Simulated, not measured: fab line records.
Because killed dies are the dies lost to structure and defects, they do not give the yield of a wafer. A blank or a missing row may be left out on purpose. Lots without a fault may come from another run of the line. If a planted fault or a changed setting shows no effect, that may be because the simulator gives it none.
fab line records	flow rit_cmos	part 1 of 2: steps 1 to 33 of 48
record lots=5	wafers=15	last_day=7
route steps=202 shown GATE@79 FOX2@80 REOX@98 NLDD@103 PLDD@114 SPACER@125
lots untouched by any fault: they come from a run of this same line in which no faults occurred
start_h: hours from the record's opening day to when the first of the lot's shown wafers began	wait_h: hours since the lot's step before	" unchanged from the row above	L1.1+2: a row that stands for several wafers	- value missing, or start not given	* or withheld: withheld	< > ~ a bound
route shown NAME@n: a module of which the file shows steps, and the number in the route of the first	usual: average and standard deviation across the fault-free wafers	same: alike in all rows	chamber/n: place in a boat	sites: readings site by site	_std_site: the values' standard deviation	_edge_site: inner sites' mean taken away from outer sites' mean	radius_mm: how far each site lies from the wafer's centre	mask NAME#n: copy n	behind: the last tool/chamber to shape the wafer	hold: why the lot went on hold/how many hours it stayed there/how the hold came to an end	device: transistor that didn't switch, given as n, p or np	end of line: the route-end tests of the same wafers	where a step has no rows: the recipe by itself	killed: not the wafer's yield, but the dies lost to structure and defects at the first sort	map: the dies of a wafer, with x for killed, . for not killed, _ for no die there
set.NAME: the run value of the setting; set.NAME@STEP: its run value at that earlier step	model.NAME: the simulator's own value behind a step, which no gauge read
lots at some steps of the route; a table a step, a row a wafer
services: a tool's chamber out of use, with start hour (start_h, from the record's first day; less than 0 if before it), hours out, and reason
## steps
# step RIT_GATE_CLEAN_04
# recipe chemistry=dHF	dilution=50:1	time_s=58.39	dry=n2_spin
lot.wafer	tool	chamber	start_h	wait_h
L076.2+3+5	wet_bench-01	1	45.75	0.0
L080.2+3+5	wet_bench-02	1	64.71	0.0
L088.1+2+3	wet_bench-03	0	102.99	0.0
L091.1+3+6	wet_bench-02	0	117.52	0.0
L097.2+4+5	wet_bench-03	3	149.86	0.0
# step RIT_FOX2_THK_MEAS_91
# recipe reads=SiO2_of_FOX2_OXIDATION_00
# usual FIELD_OXIDE_LEFT_2_THK=254/6.2
lot.wafer	tool	chamber	start_h	wait_h	FIELD_OXIDE_LEFT_2_THK[nm]
L076.2	film_metro-03	-	45.79	0.0	261
L076.3	"	-	"	"	258
L076.5	"	-	"	"	258
L080.2	film_metro-01	-	64.74	0.0	260
L080.3	"	-	"	"	268
L080.5	"	-	"	"	258
L088.1	film_metro-01	-	103.02	0.0	254
L088.2	"	-	"	"	256
L088.3	"	-	"	"	258
L091.1	film_metro-01	-	117.54	0.0	248
L091.3	"	-	"	"	250
L091.6	"	-	"	"	255
L097.2	film_metro-01	-	149.92	0.0	249
L097.4	"	-	"	"	243
L097.5	"	-	"	"	246
# step RIT_GATE_OXIDATION_05
# recipe temp_c=900	ambient=O2	target_thk_a=30	ox_time_s=270
# usual spike_tc_source_C=924.0/0.98
lot.wafer	tool	chamber	start_h	wait_h	spike_tc_source_C
L076.2	furnace-03	0	47.05	1.3	923.6
L076.3	"	0	"	"	925.0
L076.5	"	0	"	"	924.0
L080.2	furnace-01	0	64.79	0.0	923.9
L080.3	"	0	"	"	923.9
L080.5	"	0	"	"	924.0
L088.1	furnace-01	0	104.09	1.1	922.6
L088.2	"	0	"	"	926.6
L088.3	"	0	"	"	923.4
L091.1	furnace-03	0	117.60	0.1	924.0
L091.3	"	0	"	"	924.7
L091.6	"	0	"	"	923.0
L097.2	furnace-04	0	150.05	0.1	925.6
L097.4	"	0	"	"	924.9
L097.5	"	0	"	"	924.8
# step RIT_GATE_ANNEAL_06
# recipe temp_c=900	time_s=600	ambient=N2O
# usual spike_tc_source_C=924.0/1.1
lot.wafer	tool	chamber	start_h	wait_h	spike_tc_source_C
L076.2	furnace-01	0	48.47	0.3	923.9
L076.3	"	0	"	"	923.6
L076.5	"	0	"	"	924.4
L080.2	furnace-01	0	65.87	0.0	925.4
L080.3	"	0	"	"	925.7
L080.5	"	0	"	"	924.7
L088.1	furnace-03	0	107.55	2.4	923.6
L088.2	"	0	"	"	923.6
L088.3	"	0	"	"	923.4
L091.1	furnace-01	0	119.93	1.3	925.1
L091.3	"	0	"	"	923.6
L091.6	"	0	"	"	924.7
L097.2	furnace-04	0	151.12	0.0	925.5
L097.4	"	0	"	"	923.1
L097.5	"	0	"	"	924.7
# step RIT_GATE_THK_MEAS_07
# recipe reads=SiO2_of_GATE_OXIDATION_05
# usual GATE_OXIDE_THK=3.00/0.066
lot.wafer	tool	chamber	start_h	wait_h	GATE_OXIDE_THK[nm]
L076.2	film_metro-01	-	48.73	0.0	2.89
L076.3	"	-	"	"	2.97
L076.5	"	-	"	"	3.02
L080.2	film_metro-01	-	66.13	0.0	3.01
L080.3	"	-	"	"	2.97
L080.5	"	-	"	"	3.06
L088.1	film_metro-03	-	107.80	0.0	2.97
L088.2	"	-	"	"	2.93
L088.3	"	-	"	"	2.95
L091.1	film_metro-01	-	120.18	0.0	2.96
L091.3	"	-	"	"	2.90
L091.6	"	-	"	"	2.91
L097.2	film_metro-01	-	151.38	0.0	2.93
L097.4	"	-	"	"	3.01
L097.5	"	-	"	"	2.96
# step RIT_GATE_CVD_08
# recipe material=poly-Si	target_thk_nm=250	temp_c=610	precursor=SiH4	time_s=2220	pressure_mtorr=300	sih4_flow_sccm=100
# usual pressure_mtorr=300.1/0.63	spike_tc_source_C=630.3/1.8
lot.wafer	tool	chamber	start_h	wait_h	pressure_mtorr	spike_tc_source_C
L076.2	lpcvd-02	1	48.78	0.0	298.5	632.7
L076.3	"	1	"	"	298.5	630.4
L076.5	"	1	"	"	298.5	632.0
L080.2	lpcvd-02	1	66.54	0.4	299.9	630.4
L080.3	"	1	"	"	300.2	631.0
L080.5	"	1	"	"	301.4	629.6
L088.1	lpcvd-02	1	107.86	0.1	300.4	630.7
L088.2	"	1	"	"	299.7	630.5
L088.3	"	1	"	"	300.3	629.6
L091.1	lpcvd-02	0	120.24	0.1	300.2	628.8
L091.3	"	0	"	"	299.8	630.0
L091.6	"	0	"	"	300.9	628.1
L097.2	lpcvd-02	1	151.43	0.0	299.9	632.3
L097.4	"	1	"	"	300.5	632.0
L097.5	"	1	"	"	299.9	631.4
# step RIT_GATE_THK_MEAS_09
# recipe reads=poly-Si_of_GATE_CVD_08
# usual GATE_POLY_THK=248.0/2.9
lot.wafer	tool	chamber	start_h	wait_h	GATE_POLY_THK[nm]
L076.2	film_metro-01	-	50.41	0.0	245.5
L076.3	"	-	"	"	247.3
L076.5	"	-	"	"	247.5
L080.2	film_metro-01	-	68.17	0.0	248.0
L080.3	"	-	"	"	247.9
L080.5	"	-	"	"	248.2
L088.1	film_metro-03	-	109.47	0.0	247.0
L088.2	"	-	"	"	247.3
L088.3	"	-	"	"	246.7
L091.1	film_metro-01	-	121.86	0.0	249.6
L091.3	"	-	"	"	246.6
L091.6	"	-	"	"	247.9
L097.2	film_metro-01	-	153.06	0.0	243.2
L097.4	"	-	"	"	246.8
L097.5	"	-	"	"	243.1
# step RIT_GATE_HMDS_10
# recipe prime_time_s=60	prime_temp_c=140
lot.wafer	tool	chamber	start_h	wait_h
L076.2+3+5	litho_track-02	0	50.48	0.1
L080.2+3+5	litho_track-01	0	68.24	0.1
L088.1+2+3	litho_track-02	0	109.53	0.1
L091.1+3+6	litho_track-03	0	121.95	0.1
L097.2+4+5	litho_track-02	0	153.13	0.1
# step RIT_GATE_COAT_11
# recipe resist=NOVOLAK	spin_rpm=4250	resist_thk_nm=850
lot.wafer	tool	chamber	start_h	wait_h
L076.2+3+5	litho_track-02	0	50.63	0.1
L080.2+3+5	litho_track-01	0	68.39	0.1
L088.1+2+3	litho_track-02	0	109.68	0.1
L091.1+3+6	litho_track-03	0	122.10	0.1
L097.2+4+5	litho_track-02	0	153.28	0.1
# step RIT_GATE_SOFTBAKE_12
# recipe resist=NOVOLAK	temp_c=90	time_s=60
lot.wafer	tool	chamber	start_h	wait_h
L076.2+3+5	litho_track-02	0	50.78	0.1
L080.2+3+5	litho_track-01	0	68.54	0.1
L088.1+2+3	litho_track-02	0	109.83	0.1
L091.1+3+6	litho_track-03	0	122.25	0.1
L097.2+4+5	litho_track-02	0	153.43	0.1
# step RIT_GATE_EXPOSE_13
# recipe mask_id=M6	na=0.6	source_shape=conventional	sigma_outer=0.6	target_cd_nm=150	dose_mj=380
# usual focus_offset_nm=0.1/0.48
lot.wafer	tool	chamber	start_h	wait_h	mask	focus_offset_nm
L076.2	iline_stepper-02	0	50.93	0.1	M6#0	0.6
L076.3	"	0	"	"	M6#0	0.8
L076.5	"	0	"	"	M6#0	0.6
L080.2	iline_stepper-02	0	68.69	0.1	M6#0	0.1
L080.3	"	0	"	"	M6#0	0.0
L080.5	"	0	"	"	M6#0	0.3
L088.1	iline_stepper-01	0	109.98	0.1	M6#0	0.1
L088.2	"	0	"	"	M6#0	0.0
L088.3	"	0	"	"	M6#0	-0.7
L091.1	iline_stepper-02	0	122.53	0.2	M6#0	-0.1
L091.3	"	0	"	"	M6#0	0.2
L091.6	"	0	"	"	M6#0	0.6
L097.2	iline_stepper-02	0	153.58	0.1	M6#0	0.1
L097.4	"	0	"	"	M6#0	0.3
L097.5	"	0	"	"	M6#0	-0.6
# step RIT_GATE_PEB_14
# recipe resist=NOVOLAK	temp_c=withheld	time_s=withheld
lot.wafer	tool	chamber	start_h	wait_h
L076.2+3+5	litho_track-02	0	51.05	0.1
L080.2+3+5	litho_track-02	0	68.81	0.1
L088.1+2+3	litho_track-02	0	110.10	0.1
L091.1+3+6	litho_track-02	0	122.64	0.1
L097.2+4+5	litho_track-02	0	153.87	0.3
# step RIT_GATE_DEVELOP_15
# recipe resist=NOVOLAK	develop_time_s=50	dev_temp_c=23
lot.wafer	tool	chamber	start_h	wait_h
L076.2+3+5	litho_track-02	0	-	-
L080.2+3+5	litho_track-02	0	-	-
L088.1+2+3	litho_track-02	0	-	-
L091.1+3+6	litho_track-02	0	-	-
L097.2+4+5	litho_track-02	0	-	-
# step RIT_GATE_CD_MEAS_16
# recipe target_cd_nm=150
# usual cd_nm=150.6/1.9
lot.wafer	tool	chamber	start_h	wait_h	cd_nm
L076.2	cd_sem-02	-	51.33	-	152.1
L076.3	"	-	"	"	153.4
L076.5	"	-	"	"	153.5
L080.2	cd_sem-02	-	69.09	-	148.8
L080.3	"	-	"	"	150.1
L080.5	"	-	"	"	146.9
L088.1	cd_sem-01	-	110.38	-	150.1
L088.2	"	-	"	"	153.1
L088.3	"	-	"	"	153.2
L091.1	cd_sem-01	-	122.93	-	150.7
L091.3	"	-	"	"	151.0
L091.6	"	-	"	"	150.5
L097.2	cd_sem-01	-	154.15	-	151.1
L097.4	"	-	"	"	152.3
L097.5	"	-	"	"	152.6
# step RIT_GATE_OVL_MEAS_17
# usual GATE_OVL=0.0/1.2
lot.wafer	tool	chamber	start_h	wait_h	GATE_OVL[nm]
L076.2	overlay-02	-	51.43	0.1	-0.8
L076.3	"	-	"	"	-0.9
L076.5	"	-	"	"	-1.1
L080.2	overlay-01	-	69.19	0.1	0.2
L080.3	"	-	"	"	-0.2
L080.5	"	-	"	"	-0.4
L088.1	overlay-02	-	110.50	0.1	1.1
L088.2	"	-	"	"	-0.5
L088.3	"	-	"	"	1.2
L091.1	overlay-02	-	123.05	0.1	-1.2
L091.3	"	-	"	"	-0.8
L091.6	"	-	"	"	-1.7
L097.2	overlay-02	-	154.25	0.1	0.9
L097.4	"	-	"	"	0.2
L097.5	"	-	"	"	1.0
# step RIT_GATE_HARDBAKE_18
# recipe resist=NOVOLAK	temp_c=140	time_s=60
lot.wafer	tool	chamber	start_h	wait_h
L076.2+3+5	litho_track-03	0	51.49	0.0
L080.2+3+5	litho_track-01	0	69.25	0.0
L088.1+2+3	litho_track-03	0	110.54	0.0
L091.1+3+6	litho_track-03	0	123.08	0.0
L097.2+4+5	litho_track-01	0	154.31	0.0
# step RIT_GATE_ETCH_19
# recipe chemistry=SF6/CHF3/O2	time_s=165	SF6_flow_sccm=30	CHF3_flow_sccm=30	O2_flow_sccm=5	target=poly-Si	pressure_mtorr=40	rf_w=160	target_depth_a=3125	over_etch_frac=0.25	stop_on=SiO2
# usual drypump_motor_current_A=5.7/0.41	oes_product_au=0.843/0.013	rf_fwd_power_W=159.3/0.46	throttle_valve_pct=10.21/0.086
lot.wafer	tool	chamber	start_h	wait_h	drypump_motor_current_A	oes_product_au	rf_fwd_power_W	rf_hours_counter_h	throttle_valve_pct
L076.2	rie_si-01	1	51.61	0.1	5.6	0.856	158.6	75	10.14
L076.3	"	3	"	"	5.6	0.833	158.9	117	10.44
L076.5	"	0	"	"	6.4	0.838	159.0	-	10.19
L080.2	rie_si-01	1	69.37	0.1	5.7	0.862	159.6	75	10.15
L080.3	"	0	"	"	6.4	0.841	159.1	3	10.19
L080.5	"	0	"	"	6.4	0.838	159.0	-	10.20
L088.1	rie_si-01	3	110.69	0.1	5.6	0.830	158.9	117	10.44
L088.2	"	0	"	"	6.4	0.837	158.7	4	10.19
L088.3	"	1	"	"	5.6	0.851	159.5	76	10.14
L091.1	rie_si-02	3	123.23	0.1	5.3	0.846	159.2	100	10.28
L091.3	"	0	"	"	5.2	0.855	159.8	99	10.16
L091.6	"	3	"	"	5.3	0.835	159.6	-	10.27
L097.2	rie_si-02	2	154.43	0.1	5.8	0.826	159.4	67	10.16
L097.4	"	3	"	"	5.4	0.839	158.9	-	10.28
L097.5	"	2	"	"	5.8	0.823	159.1	-	10.15
# step RIT_GATE_STRIP_20
# recipe chemistry=O2	time_s=180	resist=NOVOLAK	platen_temp_c=withheld	power_w=500	pressure_mtorr=4000	o2_flow_sccm=4000
# usual drypump_motor_current_A=5.71/0.29
lot.wafer	tool	chamber	start_h	wait_h	drypump_motor_current_A	rf_hours_counter_h
L076.2	plasma_asher-04	0	51.72	0.1	5.02	25
L076.3	"	0	"	"	5.02	-
L076.5	"	0	"	"	5.04	-
L080.2	plasma_asher-02	0	69.48	0.1	5.74	43
L080.3	"	1	"	"	5.86	-
L080.5	"	0	"	"	5.73	-
L088.1	plasma_asher-04	1	110.80	0.1	5.54	32
L088.2	"	0	"	"	5.02	32
L088.3	"	0	"	"	5.02	-
L091.1	plasma_asher-02	0	123.34	0.1	5.73	49
L091.3	"	1	"	"	5.86	-
L091.6	"	0	"	"	5.74	-
L097.2	plasma_asher-01	1	154.54	0.1	5.60	4
L097.4	"	0	"	"	6.13	-
L097.5	"	0	"	"	6.11	-
# step RIT_GATE_CD_MEAS_90
# recipe target_cd_nm=150
# usual cd_nm=150.6/2
lot.wafer	tool	chamber	start_h	wait_h	cd_nm
L076.2	cd_sem-02	-	51.92	0.1	152.1
L076.3	"	-	"	"	153.0
L076.5	"	-	"	"	153.6
L080.2	cd_sem-01	-	69.68	0.1	148.5
L080.3	"	-	"	"	150.0
L080.5	"	-	"	"	147.2
L088.1	cd_sem-01	-	110.97	0.1	150.7
L088.2	"	-	"	"	153.4
L088.3	"	-	"	"	153.4
L091.1	cd_sem-02	-	123.52	0.1	150.9
L091.3	"	-	"	"	150.8
L091.6	"	-	"	"	151.0
L097.2	cd_sem-02	-	154.74	0.1	150.9
L097.4	"	-	"	"	152.1
L097.5	"	-	"	"	152.4
# step RIT_REOX_CLEAN_00
# recipe chemistry=SC1	mix=3:3:50	time_s=600	temp_c=75
lot.wafer	tool	chamber	start_h	wait_h
L076.2+3+5	wet_bench-03	2	52.02	0.1
L080.2+3+5	wet_bench-04	1	69.78	0.1
L088.1+2+3	wet_bench-04	1	111.09	0.1
L091.1+3+6	wet_bench-04	0	123.64	0.1
L097.2+4+5	wet_bench-01	3	154.84	0.1
# step RIT_REOX_CLEAN_01
# recipe chemistry=dHF	dilution=50:1	time_s=30
lot.wafer	tool	chamber	start_h	wait_h
L076.2+3+5	wet_bench-01	0	52.19	0.0
L080.2+3+5	wet_bench-01	0	69.95	0.0
L088.1+2+3	wet_bench-01	3	111.28	0.0
L091.1+3+6	wet_bench-03	0	123.84	0.0
L097.2+4+5	wet_bench-04	0	155.01	0.0
# step RIT_REOX_CLEAN_02
# recipe chemistry=SC2	mix=3:3:50	time_s=600	temp_c=75	dry=n2_spin
lot.wafer	tool	chamber	start_h	wait_h
L076.2+3+5	wet_bench-04	3	52.21	0.0
L080.2+3+5	wet_bench-04	3	69.97	0.0
L088.1+2+3	wet_bench-04	3	111.30	0.0
L091.1+3+6	wet_bench-04	1	123.86	0.0
L097.2+4+5	wet_bench-01	1	155.03	0.0
# step RIT_REOX_OXIDATION_03
# recipe temp_c=900	ambient=O2	target_thk_a=252	ox_time_s=5580
# usual spike_tc_source_C=923.9/1.2
lot.wafer	tool	chamber	start_h	wait_h	spike_tc_source_C
L076.2	furnace-03	0	53.21	0.8	923.7
L076.3	"	0	"	"	924.3
L076.5	"	0	"	"	923.6
L080.2	furnace-04	0	72.38	2.2	924.2
L080.3	"	0	"	"	925.6
L080.5	"	0	"	"	924.9
L088.1	furnace-04	0	112.65	1.2	927.2
L088.2	"	0	"	"	924.2
L088.3	"	0	"	"	925.0
L091.1	furnace-01	0	124.93	0.9	923.8
L091.3	"	0	"	"	925.8
L091.6	"	0	"	"	925.4
L097.2	furnace-04	0	156.36	1.2	925.5
L097.4	"	0	"	"	923.8
L097.5	"	0	"	"	924.7
# step RIT_REOX_THK_MEAS_04
# recipe reads=SiO2_of_REOX_OXIDATION_03
# usual REOX_OXIDE_THK=25.2/0.43
lot.wafer	tool	chamber	start_h	wait_h	REOX_OXIDE_THK[nm]
L076.2	film_metro-04	-	55.77	0.0	24.9
L076.3	"	-	"	"	25.1
L076.5	"	-	"	"	25.4
L080.2	film_metro-04	-	74.94	0.0	25.1
L080.3	"	-	"	"	25.0
L080.5	"	-	"	"	25.2
L088.1	film_metro-02	-	115.20	0.0	25.1
L088.2	"	-	"	"	24.5
L088.3	"	-	"	"	24.9
L091.1	film_metro-01	-	127.48	0.0	24.7
L091.3	"	-	"	"	24.9
L091.6	"	-	"	"	25.0
L097.2	film_metro-04	-	158.92	0.0	25.3
L097.4	"	-	"	"	24.9
L097.5	"	-	"	"	24.8
# step RIT_NLDD_HMDS_00
# recipe prime_time_s=60	prime_temp_c=140
lot.wafer	tool	chamber	start_h	wait_h
L076.2+3+5	litho_track-04	0	55.91	0.1
L080.2+3+5	litho_track-01	0	75.01	0.1
L088.1+2+3	litho_track-04	0	115.27	0.1
L091.1+3+6	litho_track-01	0	127.54	0.1
L097.2+4+5	litho_track-03	0	159.00	0.1
# step RIT_NLDD_COAT_01
# recipe resist=NOVOLAK	spin_rpm=3281	resist_thk_nm=1000
lot.wafer	tool	chamber	start_h	wait_h
L076.2+3+5	litho_track-04	0	56.06	0.1
L080.2+3+5	litho_track-01	0	75.16	0.1
L088.1+2+3	litho_track-04	0	115.42	0.1
L091.1+3+6	litho_track-01	0	127.69	0.1
L097.2+4+5	litho_track-03	0	159.15	0.1
# step RIT_NLDD_SOFTBAKE_02
# recipe resist=NOVOLAK	temp_c=90	time_s=60
lot.wafer	tool	chamber	start_h	wait_h
L076.2+3+5	litho_track-04	0	56.21	0.1
L080.2+3+5	litho_track-01	0	75.31	0.1
L088.1+2+3	litho_track-04	0	115.57	0.1
L091.1+3+6	litho_track-01	0	127.84	0.1
L097.2+4+5	litho_track-03	0	159.30	0.1
# step RIT_NLDD_EXPOSE_03
# recipe mask_id=M7	na=0.57	target_cd_nm=40700	dose_mj=250
# usual focus_offset_nm=0.0/0.62
lot.wafer	tool	chamber	start_h	wait_h	mask	focus_offset_nm
L076.2	iline_stepper-02	0	56.35	0.1	M7#0	-0.2
L076.3	"	0	"	"	M7#0	0.4
L076.5	"	0	"	"	M7#0	0.0
L080.2	iline_stepper-02	0	75.58	0.2	M7#0	-0.7
L080.3	"	0	"	"	M7#0	-0.1
L080.5	"	0	"	"	M7#0	-0.4
L088.1	iline_stepper-02	0	115.84	0.2	M7#0	0.1
L088.2	"	0	"	"	M7#0	-0.3
L088.3	"	0	"	"	M7#0	1.1
L091.1	iline_stepper-01	0	128.12	0.2	M7#0	-0.9
L091.3	"	0	"	"	M7#0	-0.6
L091.6	"	0	"	"	M7#0	-0.7
L097.2	iline_stepper-01	0	159.44	0.1	M7#0	0.1
L097.4	"	0	"	"	M7#0	-1.2
L097.5	"	0	"	"	M7#0	-1.0
# step RIT_NLDD_PEB_04
# recipe resist=NOVOLAK	temp_c=withheld	time_s=withheld
lot.wafer	tool	chamber	start_h	wait_h
L076.2+3+5	litho_track-04	0	56.47	0.1
L080.2+3+5	litho_track-01	0	75.70	0.1
L088.1+2+3	litho_track-04	0	115.96	0.1
L091.1+3+6	litho_track-04	0	128.23	0.1
L097.2+4+5	litho_track-01	0	159.56	0.1
# step RIT_NLDD_DEVELOP_05
# recipe resist=NOVOLAK	develop_time_s=50	dev_temp_c=23
lot.wafer	tool	chamber	start_h	wait_h
L076.2+3+5	litho_track-04	0	-	-
L080.2+3+5	litho_track-01	0	-	-
L088.1+2+3	litho_track-04	0	-	-
L091.1+3+6	litho_track-04	0	-	-
L097.2+4+5	litho_track-01	0	-	-
# step RIT_NLDD_OVL_MEAS_06
# usual NLDD_OVL=1.2/1.4
lot.wafer	tool	chamber	start_h	wait_h	NLDD_OVL[nm]
L076.2	overlay-01	-	56.74	-	2.0
L076.3	"	-	"	"	2.7
L076.5	"	-	"	"	2.3
L080.2	overlay-01	-	75.97	-	2.0
L080.3	"	-	"	"	-0.1
L080.5	"	-	"	"	1.0
L088.1	overlay-02	-	116.24	-	0.2
L088.2	"	-	"	"	0.9
L088.3	"	-	"	"	-0.5
L091.1	overlay-01	-	128.52	-	0.2
L091.3	"	-	"	"	-0.2
L091.6	"	-	"	"	0.1
L097.2	overlay-01	-	159.83	-	0.2
L097.4	"	-	"	"	0.0
L097.5	"	-	"	"	1.4
# step RIT_NLDD_HARDBAKE_07
# recipe resist=NOVOLAK	temp_c=140	time_s=60
lot.wafer	tool	chamber	start_h	wait_h
L076.2+3+5	litho_track-04	0	56.79	0.0
L080.2+3+5	litho_track-04	0	76.02	0.0
L088.1+2+3	litho_track-04	0	116.28	0.0
L091.1+3+6	litho_track-04	0	128.55	0.0
L097.2+4+5	litho_track-03	0	159.88	0.0
# step RIT_NLDD_IMPLANT_08
# recipe species=P	energy_kev=19.67	dose_cm2=5e+14	tilt_deg=7
# same implant_ion_amu=31
lot.wafer	tool	chamber	start_h	wait_h
L076.2+3+5	implanter-01	0	56.94	0.1
L080.2+3+5	implanter-02	0	76.17	0.1
L088.1+2+3	implanter-04	0	116.43	0.1
L091.1+3+6	implanter-02	0	128.70	0.1
L097.2+4+5	implanter-01	0	160.03	0.1
